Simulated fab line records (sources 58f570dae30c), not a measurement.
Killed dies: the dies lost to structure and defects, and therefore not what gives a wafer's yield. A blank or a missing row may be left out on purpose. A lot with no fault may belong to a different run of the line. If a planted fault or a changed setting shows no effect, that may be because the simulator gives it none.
fab line records ; flow berkeley-cmos170 ; part 2 of 2: steps 28 to 37 of 37
record lots=5; wafers=15; last-day=12
route steps=331 shown GATE@140 PLDD@145 NLDD@158 SPACER@171 PSD@175
lots that met no fault: taken from a fault-free run of the same line
start-h: the number of hours between the record's first day and the start of the first shown wafer of the lot ; wait-h: how many hours have passed since the lot's step before this one ; " unchanged from the row above ; L1.1+2: a row that stands for several wafers ; - no value, or no start was given ; * or withheld: withheld ; < > ~ a bound
route shown NAME@n: a module of which the file shows steps, and the number in the route of the first ; usual: average and standard deviation across the fault-free wafers ; same: alike in all rows ; chamber/n: place in a boat ; sites: readings site by site ; _std_site: how widely they spread, as a standard deviation ; _edge_site: the outer-site mean with the inner-site mean subtracted ; radius-mm: how far each site lies from the wafer's centre ; mask NAME#n: copy n ; behind: the last tool/chamber to shape the wafer ; hold: cause of the lot's hold/its duration in hours/its outcome ; device: which transistor (n, p or np) failed to switch ; end of line: the route-end tests of the same wafers ; where a step has no rows: the recipe by itself ; killed: dies lost to structure and defects at the first sort, not the wafer's yield ; map: a wafer's dies, x killed, . not, _ none there
set.NAME: the setting the step ran with; set.NAME@STEP: the setting that earlier step ran with ; model.NAME: the simulator's own value behind a step, which no gauge read
certain route steps with their lots: each step a table, each wafer a row
services: a tool's chamber out of use, with start hour (start-h, from the record's first day; less than 0 if before it), hours out, and reason
## steps
# step UCB170_NLDD_IMPLANT_09
# recipe species=As; dose-cm2=5e+13; energy-kev=30; tilt-deg=7; rotation-deg=180
# usual end-station-pressure-torr=5.15e-06/2.7e-07
lot.wafer;tool;chamber;start-h;wait-h;end-station-pressure-torr
L078.1;implanter-04;0;167.86;0.1;5.25e-06
L078.2;implanter-04;0;167.86;0.1;5.22e-06
L078.4;implanter-04;0;167.86;0.1;5.04e-06
L080.2;implanter-04;0;190.60;0.1;5.64e-06
L080.3;implanter-04;0;190.60;0.1;4.8e-06
L080.5;implanter-04;0;190.60;0.1;5.25e-06
L084.4;implanter-01;0;193.76;0.1;5.19e-06
L084.5;implanter-01;0;193.76;0.1;5.31e-06
L084.6;implanter-01;0;193.76;0.1;5.4e-06
L089.4;implanter-04;0;226.55;0.1;5.77e-06
L089.5;implanter-04;0;226.55;0.1;4.68e-06
L089.6;implanter-04;0;226.55;0.1;5.19e-06
L095.2;implanter-04;0;255.27;0.1;5.05e-06
L095.3;implanter-04;0;255.27;0.1;5.31e-06
L095.6;implanter-04;0;255.27;0.1;4.84e-06
# step UCB170_NLDD_STRIP_10
# recipe chemistry=O2; power-w=400; pressure-mtorr=3500; platen-temp-c=withheld; o2-flow-sccm=400; overash-fraction=0.5
# usual drypump-motor-current-A=5.6/0.67; o2-flow-sccm=399.9/1.1; oes-product-au=0.735/0.0047; strip-time-to-endpoint-s=21.66/0.051
lot.wafer;tool;chamber;start-h;wait-h;drypump-motor-current-A;o2-flow-sccm;oes-product-au;rf-hours-counter-h;strip-time-to-endpoint-s
L078.1;plasma-asher-01;1;168.01;0.1;5.1;400.5;0.727;6;21.76
L078.2;plasma-asher-01;0;168.01;0.1;6.4;399.7;0.729;6;21.72
L078.4;plasma-asher-01;0;168.01;0.1;6.4;400.0;0.737;-;21.75
L080.2;plasma-asher-03;1;190.73;0.1;6.0;400.5;0.743;49;21.73
L080.3;plasma-asher-03;1;190.73;0.1;6.0;399.0;0.736;-;21.61
L080.5;plasma-asher-03;1;190.73;0.1;6.0;400.6;0.727;-;21.63
L084.4;plasma-asher-03;1;193.87;0.1;6.1;402.5;0.733;-;21.67
L084.5;plasma-asher-03;0;193.87;0.1;4.9;401.4;0.732;-;21.64
L084.6;plasma-asher-03;1;193.87;0.1;6.1;401.5;0.734;-;21.73
L089.4;plasma-asher-03;0;226.66;0.1;4.9;400.6;0.732;-;21.67
L089.5;plasma-asher-03;0;226.66;0.1;4.9;400.9;0.740;-;21.72
L089.6;plasma-asher-03;1;226.66;0.1;6.0;399.1;0.742;-;21.68
L095.2;plasma-asher-03;0;255.39;0.1;4.9;401.2;0.735;56;21.71
L095.3;plasma-asher-03;1;255.39;0.1;6.0;399.4;0.732;-;21.66
L095.6;plasma-asher-03;1;255.39;0.1;6.0;400.2;0.730;-;21.67
# step UCB170_NLDD_TW_MEAS_11
# usual NLDD_TW=2197/21
lot.wafer;tool;chamber;start-h;wait-h;NLDD_TW
L078.1;film-metro-04;-;168.11;0.1;2216
L078.2;film-metro-04;-;168.11;0.1;2199
L078.4;film-metro-04;-;168.11;0.1;2194
L080.2;film-metro-03;-;190.84;0.1;2190
L080.3;film-metro-03;-;190.84;0.1;2174
L080.5;film-metro-03;-;190.84;0.1;2199
L084.4;film-metro-04;-;193.97;0.1;2197
L084.5;film-metro-04;-;193.97;0.1;2207
L084.6;film-metro-04;-;193.97;0.1;2193
L089.4;film-metro-01;-;226.75;0.1;2248
L089.5;film-metro-01;-;226.75;0.1;2255
L089.6;film-metro-01;-;226.75;0.1;2261
L095.2;film-metro-04;-;255.50;0.1;2196
L095.3;film-metro-04;-;255.50;0.1;2205
L095.6;film-metro-04;-;255.50;0.1;2197
# step UCB170_NLDD_CLEAN_12
# recipe chemistry=SPM; temp-c=120; time-s=600
# usual bath-guard-temp-C=119.7/0.46
lot.wafer;tool;chamber;start-h;wait-h;bath-guard-temp-C
L078.1;wet-bench-02;2;168.17;0.1;119.7
L078.2;wet-bench-02;2;168.17;0.1;119.2
L078.4;wet-bench-02;2;168.17;0.1;119.6
L080.2;wet-bench-02;1;191.12;0.3;119.7
L080.3;wet-bench-02;1;191.12;0.3;119.9
L080.5;wet-bench-02;1;191.12;0.3;119.8
L084.4;wet-bench-02;1;194.00;0.0;120.1
L084.5;wet-bench-02;1;194.00;0.0;119.9
L084.6;wet-bench-02;1;194.00;0.0;119.8
L089.4;wet-bench-03;1;226.78;0.0;119.6
L089.5;wet-bench-03;1;226.78;0.0;119.8
L089.6;wet-bench-03;1;226.78;0.0;119.6
L095.2;wet-bench-02;3;255.55;0.0;119.7
L095.3;wet-bench-02;3;255.55;0.0;119.8
L095.6;wet-bench-02;3;255.55;0.0;119.8
# step UCB170_SPACER_CVD_00
# recipe material=SiO2; target-thk-nm=376; temp-c=390; precursor=TEOS/O2; time-s=47; rf-w=550; pressure-mtorr=9000
# usual heater-power-w=284/48
lot.wafer;tool;chamber;start-h;wait-h;heater-power-w
L078.1;pecvd-04;1;168.35;0.0;174
L078.2;pecvd-04;0;168.35;0.0;305
L078.4;pecvd-04;0;168.35;0.0;305
L080.2;pecvd-03;1;191.29;0.0;294
L080.3;pecvd-03;2;191.29;0.0;355
L080.5;pecvd-03;1;191.29;0.0;210
L084.4;pecvd-01;0;194.19;0.0;243
L084.5;pecvd-01;1;194.19;0.0;326
L084.6;pecvd-01;0;194.19;0.0;266
L089.4;pecvd-03;2;226.98;0.0;371
L089.5;pecvd-03;0;226.98;0.0;247
L089.6;pecvd-03;1;226.98;0.0;230
L095.2;pecvd-03;0;255.73;0.0;306
L095.3;pecvd-03;0;255.73;0.0;316
L095.6;pecvd-03;0;255.73;0.0;218
# step UCB170_SPACER_THK_MEAS_01
# recipe reads=SiO2_of_SPACER_CVD_00
# usual SPACER_TEOS_THK=376/4.6
lot.wafer;tool;chamber;start-h;wait-h;SPACER_TEOS_THK[nm]
L078.1;film-metro-02;-;168.39;0.0;375
L078.2;film-metro-02;-;168.39;0.0;378
L078.4;film-metro-02;-;168.39;0.0;378
L080.2;film-metro-01;-;191.34;0.0;371
L080.3;film-metro-01;-;191.34;0.0;372
L080.5;film-metro-01;-;191.34;0.0;373
L084.4;film-metro-02;-;194.27;0.1;384
L084.5;film-metro-02;-;194.27;0.1;379
L084.6;film-metro-02;-;194.27;0.1;379
L089.4;film-metro-01;-;227.03;0.0;384
L089.5;film-metro-01;-;227.03;0.0;387
L089.6;film-metro-01;-;227.03;0.0;380
L095.2;film-metro-02;-;255.80;0.1;374
L095.3;film-metro-02;-;255.80;0.1;381
L095.6;film-metro-02;-;255.80;0.1;376
# step UCB170_SPACER_ANNEAL_02
# recipe temp-c=900; time-s=1800; ambient=N2
# usual spike-tc-centre-C=902.4/1
lot.wafer;tool;chamber;start-h;wait-h;spike-tc-centre-C
L078.1;furnace-01;0;173.90;5.5;901.9
L078.2;furnace-01;0;173.90;5.5;902.0
L078.4;furnace-01;0;173.90;5.5;901.3
L080.2;furnace-02;0;192.66;1.3;902.5
L080.3;furnace-02;0;192.66;1.3;901.1
L080.5;furnace-02;0;192.66;1.3;901.7
L084.4;furnace-02;0;198.26;4.0;902.0
L084.5;furnace-02;0;198.26;4.0;902.7
L084.6;furnace-02;0;198.26;4.0;902.7
L089.4;furnace-02;0;229.65;2.6;901.7
L089.5;furnace-02;0;229.65;2.6;902.0
L089.6;furnace-02;0;229.65;2.6;899.8
L095.2;furnace-01;0;258.82;3.0;902.4
L095.3;furnace-01;0;258.82;3.0;902.6
L095.6;furnace-01;0;258.82;3.0;902.5
# step UCB170_SPACER_ETCHBACK_03
# recipe stop-on=Si; target=SiO2; chemistry=CHF3/CF4/Ar; CHF3_flow_sccm=50; cf4-flow-sccm=10; Ar_flow_sccm=120; pressure-mtorr=200; rf-w=500; target-depth-a=3760; time-s=100
# usual drypump-motor-current-A=5.8/0.54; mfc-ar-sccm=120.0/0.39; oes-product-au=0.896/0.013; throttle-valve-pct=6.46/0.13
lot.wafer;tool;chamber;start-h;wait-h;drypump-motor-current-A;mfc-ar-sccm;oes-product-au;rf-hours-counter-h;throttle-valve-pct
L078.1;rie-diel-02;1;175.40;0.0;5.8;120.1;0.910;112;6.58
L078.2;rie-diel-02;2;175.40;0.0;6.2;120.6;0.890;51;6.38
L078.4;rie-diel-02;3;175.40;0.0;6.3;120.4;0.893;19;6.39
L080.2;rie-diel-04;2;194.23;0.1;6.0;120.0;0.882;0;6.61
L080.3;rie-diel-04;1;194.23;0.1;4.8;120.2;0.894;103;6.68
L080.5;rie-diel-04;1;194.23;0.1;4.8;120.1;0.883;-;6.69
L084.4;rie-diel-03;0;199.76;0.0;4.8;119.7;0.904;84;6.53
L084.5;rie-diel-03;1;199.76;0.0;5.7;120.2;0.900;-;6.37
L084.6;rie-diel-03;2;199.76;0.0;5.1;119.8;0.911;-;6.34
L089.4;rie-diel-03;0;231.18;0.0;4.8;120.5;0.904;-;6.51
L089.5;rie-diel-03;1;231.18;0.0;5.7;120.7;0.919;-;6.38
L089.6;rie-diel-03;2;231.18;0.0;5.1;120.6;0.909;-;6.35
L095.2;rie-diel-03;1;260.32;0.0;5.7;120.3;0.884;87;6.39
L095.3;rie-diel-03;2;260.32;0.0;5.2;120.0;0.913;3;6.34
L095.6;rie-diel-03;2;260.32;0.0;5.2;120.0;0.905;-;6.34
# step UCB170_PSD_HMDS_00
# recipe prime-time-s=60; prime-temp-c=100
lot.wafer;tool;chamber;start-h;wait-h
L078.1+2+4;litho-track-04;0;175.47;0.0
L080.2+3+5;litho-track-01;0;195.48;1.2
L084.4+5+6;litho-track-01;0;199.90;0.1
L089.4+5+6;litho-track-04;0;231.29;0.1
L095.2+3+6;litho-track-04;0;260.74;0.4
# step UCB170_PSD_COAT_01
# recipe resist=KrF; spin-rpm=1500; resist-thk-nm=900
lot.wafer;tool;chamber;start-h;wait-h
L078.1+2+4;litho-track-04;0;175.62;0.1
L080.2+3+5;litho-track-01;0;195.63;0.1
L084.4+5+6;litho-track-01;0;200.05;0.1
L089.4+5+6;litho-track-04;0;231.44;0.1
L095.2+3+6;litho-track-04;0;260.89;0.1
## services
tool;chamber;start-h;hours;kind
pecvd-01;-;140.73;1.9;repair
krf-scanner-01;-;149.13;1.3;pm
krf-scanner-02;-;154.60;1.0;pm
pecvd-03;-;158.90;1.2;repair
implanter-01;-;160.28;3.7;pm
furnace-01;-;166.47;3.3;pm
rie-diel-04;-;168.62;0.3;repair
implanter-01;-;173.82;3.3;pm
pecvd-03;-;174.06;6.0;pm
rie-diel-04;-;188.62;0.2;repair
furnace-01;-;191.73;3.9;pm
krf-scanner-02;-;203.74;0.8;pm
furnace-02;-;206.52;2.5;pm
implanter-03;-;212.52;3.9;pm
plasma-asher-01;-;219.53;4.8;repair
plasma-asher-02;-;223.58;2.8;repair
rie-si-01;-;235.41;0.4;repair
implanter-02;-;238.13;5.5;pm
implanter-04;-;238.79;2.3;repair
implanter-02;-;243.59;3.2;pm
rie-diel-03;0;244.19;34.4;repair
rie-diel-03;-;246.21;2.8;pm
rie-si-01;0;246.48;13.3;repair
pecvd-03;1;255.71;8.4;repair
